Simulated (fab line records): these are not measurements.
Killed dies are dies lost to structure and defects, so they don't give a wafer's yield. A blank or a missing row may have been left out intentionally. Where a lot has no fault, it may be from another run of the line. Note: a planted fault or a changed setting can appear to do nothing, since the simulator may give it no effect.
Comparing a struck lot with a sound one    flow berkeley cmos170    14 out of 331 route steps
Sound: these wafers, L838.2, L838.4, L838.5. Wafers struck: L844.1, L844.3, L844.5. At the end, the cause is stated.
Per side, at each step with rows, come the tool, then ch with its chambers, and then its first start. Under that, the readings that differ: sound wafers    struck wafers    difference of the means    sigmas: that difference in standard deviations of wafers without a fault.
alike: readings with means less than 2 such deviations apart, plus words and numbers identical on both sides. not compared: withheld readings, readings lacking a value on some wafer, bounds such as >300 that could conceal the same value, and numbers that have no deviation in the record and whose values overlap.
A row with sigmas, a row that says differs or no value, or rows on one side alone: a step with any of these is where the two part. When numbers do not overlap yet have no deviation, they are printed without sigmas and do not part them. Lack of a reading on every wafer of one side parts them only where that side has two or more wafers.

first, 2 steps without rows for these wafers: UCB170_SACOX_CLEAN_00 (cleans in dHF, time 7.5 s); UCB170_SACOX_OXIDATION_01 (target thk 14.4 nm, ox time 2400 s).
UCB170_SACOX_THK_MEAS_02:
  sound on film metro-01, day 8 16:52; struck on film metro-03, day 10 19:05
reading               sound              struck             difference  sigmas
SACOX_OXIDE_THK (nm)  13.71 13.53 13.81  14.93 15.03 14.78  +1.23       +5
then, 2 steps without rows for these wafers: UCB170_SCREENOX_WET_ETCH_00 (etches SiO2 in dHF, time 200 s); UCB170_SCREENOX_OXIDATION_01 (target thk 14.4 nm, ox time 2400 s).
UCB170_SCREENOX_THK_MEAS_02:
  sound on film metro-02, day 8 21:28; struck on film metro-04, day 11 02:13
reading                  sound           struck          difference  sigmas
SCREENOX_OXIDE_THK (nm)  14.7 14.8 14.9  13.9 14.1 14.2  -0.7        -2
then, 6 steps without rows for these wafers: UCB170_SCREENOX_ANNEAL_03 (time 900 s); UCB170_NVT_HMDS_00 (prime time 60 s); UCB170_NVT_COAT_01 (resist thk 900 nm); UCB170_NVT_SOFTBAKE_02 (time 60 s); UCB170_NVT_EXPOSE_03 (exposes mask PWELL, target cd 3000 nm); UCB170_NVT_PEB_04.
UCB170_NVT_DEVELOP_05: develop time 45 s.
  sound on litho track-02 ch 0, day 9 01:00; struck on litho track-03, day 11 08:00
  no value came back on the struck wafers for chill plate temp C (C), develop time s (s); on the sound wafers chill plate temp C (C) reads 22.95 22.93 23.03
reading                               sound              struck           difference  sigmas
model.KrF_of_NVT_COAT_01.thk nm (nm)  887.1 886.7 888.3  898.8 900.1 899  +11.9       
UCB170_NVT_OVL_MEAS_06:
  sound on overlay-02, day 9 01:18; struck on overlay-02, day 11 08:19
reading       sound    struck  difference                     sigmas
NVT_OVL (nm)  0 -4 -7  - - -   no value on the struck wafers  

== WHERE THEY PART ==
Last at UCB170_NVT_OVL_MEAS_06 as far as this record goes, first at UCB170_SACOX_THK_MEAS_02.

WHY: whatever the simulator had introduced
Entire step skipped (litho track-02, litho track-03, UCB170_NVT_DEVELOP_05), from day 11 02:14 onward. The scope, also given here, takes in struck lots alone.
